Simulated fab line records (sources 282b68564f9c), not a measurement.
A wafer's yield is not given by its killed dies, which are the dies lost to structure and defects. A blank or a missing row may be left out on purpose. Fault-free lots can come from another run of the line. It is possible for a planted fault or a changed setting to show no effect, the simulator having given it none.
Comparing a struck lot with a sound one | flow rit cmos | 23 steps out of a route of 202
Sound: these wafers, L813.1, L813.3, L813.4. Wafers L823.1, L823.2, L823.5 were the ones struck. The cause is named last.
Order at every step that has rows: each side's tool, ch and its chambers, its first start. Under that, the readings that differ: sound wafers | struck wafers | difference of the means | sigmas: that difference in standard deviations of wafers without a fault.
alike: a reading whose means differ by less than 2 such deviations, as well as words and numbers matching on both sides. not compared: withheld readings; readings where some wafer has no value; bounds like >300 that might hide an equal value; numbers whose values overlap and for which the record gives no deviation.
Wherever a step has rows on one side only, a row that says differs or no value, or a row with sigmas, the two part there. Numbers that don't overlap but have no deviation are shown without sigmas and don't part them. Lack of a reading on every wafer of one side parts them only where that side has two or more wafers.

first, 5 steps without rows for these wafers: RIT_GATE_WET_ETCH_00 (etches SiO2 in BOE, target depth 56 nm, time 60 s); RIT_GATE_CLEAN_01 (cleans in SC1, time 600 s); RIT_GATE_CLEAN_02 (cleans in dHF, time 30 s); RIT_GATE_CLEAN_03 (cleans in SC2, time 600 s); RIT_GATE_CLEAN_04 (cleans in dHF, time 60 s).
RIT_FOX2_THK_MEAS_91:
  struck on film metro-04, day 6 04:04; sound on film metro-03, day 4 05:20
  alike: FIELD_OXIDE_LEFT_2_THK
then, 2 steps without rows for these wafers: RIT_GATE_OXIDATION_05 (target thk 3 nm, ox time 270 s); RIT_GATE_ANNEAL_06 (time 600 s).
RIT_GATE_THK_MEAS_07:
  struck on film metro-02, day 6 06:08; sound on film metro-02, day 4 09:30
  alike: GATE_OXIDE_THK
then, 1 step without rows for these wafers: RIT_GATE_CVD_08 (deposits poly-Si from SiH4, target thk 250 nm, time 2220 s).
RIT_GATE_THK_MEAS_09:
  struck on film metro-03, day 6 07:49; sound on film metro-03, day 4 11:11
  alike: GATE_POLY_THK
then, 1 step without rows for these wafers: RIT_GATE_HMDS_10 (prime time 60 s).
RIT_GATE_COAT_11: resist thk 850 nm.
  sound on litho track-01 ch 0, day 4 11:23; struck on litho track-01 ch 0, day 6 08:02
  reading                                   | sound             | struck            | difference | sigmas
  model.NOVOLAK_of_GATE_COAT_11.thk nm (nm) | 848.7 851.9 850.7 | 864.9 864.3 865.7 | +14.5      |
then, 4 steps without rows for these wafers: RIT_GATE_SOFTBAKE_12 (time 60 s); RIT_GATE_EXPOSE_13 (exposes mask M6, target cd 150 nm); RIT_GATE_PEB_14; RIT_GATE_DEVELOP_15 (develop time 50 s).
RIT_GATE_CD_MEAS_16 targets a cd of 150 nm.
  struck on cd sem-01, day 6 08:51; sound on cd sem-01, day 4 12:08
  reading    | sound             | struck            | difference | sigmas
  cd nm (nm) | 147.2 147.3 148.6 | 153.4 152.3 153.2 | +5.3       | +3
RIT_GATE_OVL_MEAS_17:
  struck on overlay-02, day 6 08:58; sound on overlay-01, day 4 12:15
  alike: GATE_OVL
then, 1 step without rows for these wafers: RIT_GATE_HARDBAKE_18 (time 60 s).
RIT_GATE_ETCH_19: etches poly-Si in SF6/CHF3/O2, stops on SiO2, time 165 s, target depth 312.5 nm.
  sound on rie si-01 ch 0,1,2, day 4 12:33; struck on rie si-02 ch 0,1,2, day 6 09:10
  reading                                   | sound             | struck            | difference | sigmas
  model.NOVOLAK_of_GATE_COAT_11.thk nm (nm) | 671.3 670.5 670.8 | 681.7 680.5 681.4 | +10.3      |
  alike: drypump motor current A, oes product au, throttle valve pct
  not compared: rf hours counter h
RIT_GATE_STRIP_20: strips in O2, time 180 s.
  sound on plasma asher-01 ch 0,1, day 4 12:40; struck on plasma asher-04 ch 0,1, day 6 09:16
  alike: drypump motor current A, rf refl power W
  not compared: rf hours counter h
RIT_M1_PROBE_99:
  struck on prober-01, day 7 06:11; sound on prober-01, day 6 07:36
  alike: killed at front end, killed dies, killed open, killed short

== WHERE THEY PART ==
Within this record, at RIT_GATE_CD_MEAS_16 only. Later steps at which nothing parts them and some readings are alike: RIT_GATE_OVL_MEAS_17, RIT_GATE_ETCH_19, RIT_GATE_STRIP_20, RIT_M1_PROBE_99.

WHY: what had been put in by the simulator
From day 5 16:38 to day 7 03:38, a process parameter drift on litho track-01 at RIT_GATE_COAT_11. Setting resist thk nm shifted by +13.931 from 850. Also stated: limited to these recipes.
